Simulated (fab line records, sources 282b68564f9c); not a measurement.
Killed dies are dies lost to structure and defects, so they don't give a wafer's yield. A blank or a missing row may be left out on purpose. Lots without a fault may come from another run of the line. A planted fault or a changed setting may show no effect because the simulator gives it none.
fab line records | flow rit_cmos
record lots=15 wafers=45 last_day=7
route steps=202 shown PRETRO@72 M1@202
lots that met no fault: from a run of the same line without faults
start_h: hours from the record's first day to the start of the lot's first wafer shown | wait_h: hours since the lot's step before | " the same as in the row above | L1.1+2: a row that stands for several wafers | - no value, or no start given | * or withheld: withheld | < > ~ a bound
route shown NAME@n: a module of which the file shows steps, and the number in the route of the first | usual: mean/standard deviation of fault-free wafers | same: alike in all rows | chamber/n: place in a boat | sites: the reading at each site | _std_site: their standard deviation | _edge_site: outer sites' mean less inner sites' | radius_mm: how far each site lies from the wafer's centre | mask NAME#n: copy n | behind: the tool/chamber that last shaped the wafer | hold: why the lot was held/for how many hours/how that ended | device: the transistor (n, p or np) that didn't switch | end of line: the same wafers' tests at the end of the route | a step without rows: its recipe alone | killed: dies lost to structure and defects at the first sort, not the wafer's yield | map: a wafer's dies, x killed, . not, _ none there
set.NAME: the setting as run; set.NAME@STEP: as run at that earlier step | model.NAME: the simulator's own value behind a step, which no gauge read
steps of the route over a sample of lots; a table a step, a row a wafer
services: from which hour (start_h, from the record's first day; less than 0 if before it) a tool's chamber was out of use, for how many hours, and why
## steps
# step RIT_PRETRO_IMPLANT_08
# recipe species=B energy_kev=45 dose_cm2=1.2e+13 tilt_deg=7
# usual dose_ions_cm2=1.2001e+13/1.3e+10 faraday_current_uA=38.0/0.79
# columns lot.wafer tool chamber start_h wait_h dose_ions_cm2 faraday_current_uA
L729.1 implanter-01 0 32.85 0.2 1.2014e+13 38.6
L729.2 " 0 " " 1.2016e+13 37.9
L729.5 " 0 " " 1.2029e+13 37.8
L730.2 implanter-01 0 37.41 0.2 1.2006e+13 37.5
L730.3 " 0 " " 1.2005e+13 38.9
L730.5 " 0 " " 1.1999e+13 38.2
L731.1 implanter-03 0 41.86 0.2 1.201e+13 38.1
L731.3 " 0 " " 1.2002e+13 37.9
L731.5 " 0 " " 1.2012e+13 37.4
L732.2 implanter-03 0 46.39 0.2 1.2011e+13 36.6
L732.3 " 0 " " 1.2021e+13 38.4
L732.5 " 0 " " 1.2007e+13 37.2
L733.1 implanter-04 0 52.24 0.2 1.1977e+13 37.5
L733.3 " 0 " " 1.1988e+13 38.8
L733.4 " 0 " " 1.1996e+13 37.5
L734.1 implanter-01 0 57.28 0.2 1.2013e+13 38.9
L734.4 " 0 " " 1.2004e+13 38.2
L734.6 " 0 " " 1.199e+13 38.3
L735.2 implanter-01 0 61.25 0.2 1.1993e+13 38.9
L735.4 " 0 " " 1.1994e+13 39.0
L735.6 " 0 " " 1.199e+13 39.1
L736.1 implanter-03 0 66.04 0.2 1.2018e+13 37.1
L736.4 " 0 " " 1.2004e+13 37.8
L736.6 " 0 " " 1.2e+13 37.8
L740.3 implanter-01 0 87.21 0.2 8.022e+12 25.8
L740.5 " 0 " " 8.048e+12 24.4
L740.6 " 0 " " 8.037e+12 25.9
L741.3 implanter-01 0 91.55 0.2 8.028e+12 25.4
L741.4 " 0 " " 8.044e+12 26.1
L741.5 " 0 " " 8.034e+12 25.3
L742.2 implanter-01 0 95.88 0.2 8.063e+12 25.6
L742.3 " 0 " " 8.04e+12 25.7
L742.5 " 0 " " 8.053e+12 24.6
L747.2 implanter-04 0 120.74 0.2 1.1995e+13 38.7
L747.3 " 0 " " 1.1992e+13 38.6
L747.4 " 0 " " 1.2009e+13 37.5
L748.1 implanter-04 0 125.84 0.2 1.1992e+13 37.4
L748.2 " 0 " " 1.1968e+13 36.9
L748.5 " 0 " " 1.1992e+13 37.8
L749.2 implanter-04 0 131.45 0.2 1.1995e+13 38.4
L749.3 " 0 " " 1.2022e+13 37.8
L749.4 " 0 " " 1.2e+13 38.9
L750.2 implanter-03 0 136.19 0.2 1.1991e+13 37.2
L750.3 " 0 " " 1.1982e+13 37.4
L750.4 " 0 " " 1.1983e+13 38.6
# step RIT_PRETRO_TW_MEAS_10
# usual PRETRO_TW=474.6/3
# columns lot.wafer tool chamber start_h wait_h PRETRO_TW
L729.1 film_metro-02 - 33.17 0.1 475.8
L729.2 " - " " 473.2
L729.5 " - " " 474.8
L730.2 film_metro-02 - 37.72 0.1 470.9
L730.3 " - " " 470.4
L730.5 " - " " 474.3
L731.1 film_metro-02 - 42.19 0.1 472.9
L731.3 " - " " 474.1
L731.5 " - " " 472.4
L732.2 film_metro-01 - 46.70 0.1 479.2
L732.3 " - " " 477.2
L732.5 " - " " 479.6
L733.1 film_metro-02 - 52.56 0.1 470.8
L733.3 " - " " 473.1
L733.4 " - " " 471.9
L734.1 film_metro-02 - 57.75 0.1 470.5
L734.4 " - " " 470.5
L734.6 " - " " 471.0
L735.2 film_metro-01 - 61.56 0.1 479.5
L735.4 " - " " 479.2
L735.6 " - " " 479.4
L736.1 film_metro-04 - 66.37 0.1 476.7
L736.4 " - " " 477.4
L736.6 " - " " 476.2
L740.3 film_metro-02 - 87.51 0.1 414.9
L740.5 " - " " 415.4
L740.6 " - " " 416.1
L741.3 film_metro-01 - 91.84 0.1 423.1
L741.4 " - " " 419.8
L741.5 " - " " 421.1
L742.2 film_metro-01 - 96.19 0.1 421.5
L742.3 " - " " 421.6
L742.5 " - " " 423.2
L747.2 film_metro-04 - 121.05 0.1 477.8
L747.3 " - " " 480.5
L747.4 " - " " 480.2
L748.1 film_metro-01 - 126.17 0.1 476.9
L748.2 " - " " 474.5
L748.5 " - " " 474.6
L749.2 film_metro-02 - 131.76 0.1 475.8
L749.3 " - " " 473.5
L749.4 " - " " 475.2
L750.2 film_metro-02 - 136.50 0.1 473.7
L750.3 " - " " 474.0
L750.4 " - " " 470.9
# step RIT_M1_PROBE_99
# usual killed_at_M0_to_M3=0.0/0.083 killed_at_contacts=0.1/0.31 killed_at_front_end=7/3.1 killed_dies=7/3.1 killed_open=3.3/1.9 killed_short=3.3/2
# same gross_dies=264 killed_at_M4_up=0 killed_at_back_side=0 killed_at_other=0
# columns lot.wafer tool chamber start_h wait_h killed_at_M0_to_M3 killed_at_contacts killed_at_front_end killed_dies killed_open killed_short
L742.2 prober-01 - 122.82 0.1 0 0 6 6 2 4
L742.3 prober-01 - 122.87 0.2 0 0 7 7 4 3
L742.5 prober-01 - 122.97 0.2 0 0 11 11 5 6
L748.1 prober-01 - 153.44 0.1 0 0 8 8 4 4
L748.2 prober-01 - 153.49 0.1 0 0 6 6 5 1
L748.5 prober-01 - 153.64 0.2 0 0 8 8 4 4
L749.2 prober-01 - 158.61 0.1 0 0 7 7 5 2
L749.3 prober-01 - 158.66 0.2 0 0 5 5 4 1
L749.4 prober-01 - 158.71 0.2 0 0 8 8 2 6
# killed by level:class
L742.2 GATE:geometric_particle:short=3 FOX1:geometric_particle:short=1 GATE:geometric_particle:open=1 SPACER:geometric_particle:open=1
L742.3 SILICIDE:geometric_particle:short=2 FOX2:geometric_particle:open=1 GATE:geometric_particle:open=1 GATE:geometric_particle:short=1 REOX:geometric_particle:open=1 SILICIDE:geometric_particle:open=1
L742.5 GATE:geometric_particle:open=3 SILICIDE:geometric_particle:short=2 FOX1:geometric_particle:short=1 GATE:geometric_particle:short=1 REOX:geometric_particle:open=1 REOX:geometric_particle:short=1 SPACER:geometric_particle:short=1 SPACER:geometric_particle:open=1
L748.1 FOX1:geometric_particle:open=2 GATE:geometric_particle:short=2 REOX:geometric_particle:open=2 ACTIVE:geometric_particle:short=1 SILICIDE:geometric_particle:short=1
L748.2 FOX2:geometric_particle:open=2 FOX1:geometric_particle:open=1 FOX1:geometric_particle:short=1 GATE:geometric_particle:open=1 SILICIDE:geometric_particle:open=1
L748.5 GATE:geometric_particle:short=3 FOX1:geometric_particle:open=2 GATE:geometric_particle:open=1 REOX:geometric_particle:short=1 REOX:geometric_particle:open=1
L749.2 GATE:geometric_particle:open=3 FOX1:geometric_particle:open=1 FOX1:geometric_particle:short=1 REOX:geometric_particle:short=1 SILICIDE:geometric_particle:open=1
L749.3 FOX2:geometric_particle:open=2 REOX:geometric_particle:open=1 REOX:geometric_particle:short=1 SPACER:geometric_particle:open=1
L749.4 FOX2:geometric_particle:short=3 SILICIDE:geometric_particle:short=2 FOX1:geometric_particle:open=1 GATE:geometric_particle:open=1 SPACER:geometric_particle:short=1
## services
# columns tool chamber start_h hours kind
implanter-04 - 21.46 3.3 pm
implanter-03 - 24.05 3.6 repair
implanter-04 - 102.91 4.7 pm
## key
first_sign step=RIT_PRETRO_IMPLANT_08 reading=dose_ions_cm2 direction=down sigmas=99+ usual=1.2001e+13 struck=8.041e+12
effect step=RIT_PRETRO_IMPLANT_08 reading=faraday_current_uA direction=down sigmas=16 usual=38.0 struck=25.4
effect step=RIT_PRETRO_TW_MEAS_10 reading=PRETRO_TW direction=down sigmas=19 usual=474.6 struck=419.6
met_at RIT_PRETRO_IMPLANT_08
struck_lots L740,L741,L742
tester_left_out L740,L741,L742
onset_between 61.25 87.21
fault kind=process_parameter_drift tool=implanter-01 chamber=- onset_h=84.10 steps=RIT_PRETRO_IMPLANT_08 channel=dose_cm2 offset=-3.96e+12 shape=step end_h=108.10 acts_in=these_recipes_only stated=1.2e+13
# tester_left_out: of these lots the tester's yield and bins aren't shown, on N5 and GAA mostly nor the transistor test; their killed dies are dies lost to structure and defects alone, not to doping, threshold or leakage, so they don't give the yield
